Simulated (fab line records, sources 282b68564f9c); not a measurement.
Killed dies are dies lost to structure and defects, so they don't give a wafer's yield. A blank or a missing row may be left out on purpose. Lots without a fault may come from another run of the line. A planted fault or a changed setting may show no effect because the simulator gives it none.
Which tool did it? | flow rit_cmos | 7 lots, 21 wafers sampled, at 3 steps of a route of 202

WHAT THE GAUGES READ, wafer by wafer
RIT_NLDD_TW_MEAS_10.
lot  | measured    | on            | NLDD_TW
L265 | day 3 14:48 | film_metro-01 | 2493 2493 2499
L267 | day 4 03:07 | film_metro-01 | 2526 2516 2524
L269 | day 4 09:30 | film_metro-01 | 2690 2707 2717
L272 | day 4 22:34 | film_metro-01 | 2517 2528 2528
L279 | day 6 07:55 | film_metro-02 | 2496 2497 2500
L282 | day 6 18:37 | film_metro-01 | 2501 2500 2505
L285 | day 7 16:24 | film_metro-02 | 2489 2492 2499

WHICH TOOL RAN EACH LOT (tool, then ch and the chambers of the sampled wafers, then the start)
lot  | RIT_PWELL_STRIP_09                  | RIT_NLDD_IMPLANT_08
L265 | plasma_asher-04 ch 0,1, day 2 12:37 | implanter-02 ch 0, day 3 14:28
L267 | plasma_asher-01 ch 0,1, day 3 02:01 | implanter-04 ch 0, day 4 02:47
L269 | plasma_asher-02 ch 0,1, day 3 09:13 | implanter-04 ch 0, day 4 09:10
L272 | plasma_asher-01 ch 0,1, day 4 00:35 | implanter-01 ch 0, day 4 22:14
L279 | plasma_asher-02 ch 0,1, day 5 09:58 | implanter-02 ch 0, day 6 07:35
L282 | plasma_asher-01 ch 0,1, day 5 23:02 | implanter-02 ch 0, day 6 18:18
L285 | plasma_asher-04 ch 0,1, day 6 15:23 | implanter-01 ch 0, day 7 16:06
- RIT_PWELL_STRIP_09: strips in O2, time 180 s.
- RIT_NLDD_IMPLANT_08

THE ANSWER, worked out from the rows above alone
Rule: what is usual is taken from the lots themselves. Put in order of their means at a reading, lots are off if they are a third of the lots or fewer, leave a main group of 4 or more, and stand apart from it by a gap of 3 or more times the standard deviation of the main group's means; of several such gaps the widest counts. A main group whose means are all the same, to the digits that the tables above print for the reading, isn't used. A lot without any number at a reading at which 4 lots or more have one is off too. The other lots that the step has rows for count as sound.
Off: L269, at RIT_NLDD_TW_MEAS_10 (NLDD_TW). The main group: mean 2506, standard deviation 13.
A tool fits if, at a process step before that reading, it ran every lot that is off, and no sound lot after the first of them. The gauges at RIT_NLDD_TW_MEAS_10 are tried like those tools. One fits: implanter-04 at RIT_NLDD_IMPLANT_08. Its last sound lot is L267 (day 4 02:47), its first lot that is off L269 (day 4 09:10): a fault that began between those two fits.

WHAT THE SIMULATOR HAD PUT IN
Process parameter drift: implanter-04, from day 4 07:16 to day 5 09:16, at RIT_NLDD_IMPLANT_08. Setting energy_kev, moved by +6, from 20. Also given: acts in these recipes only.
Lots struck among those shown: L269. The rule above found the same.
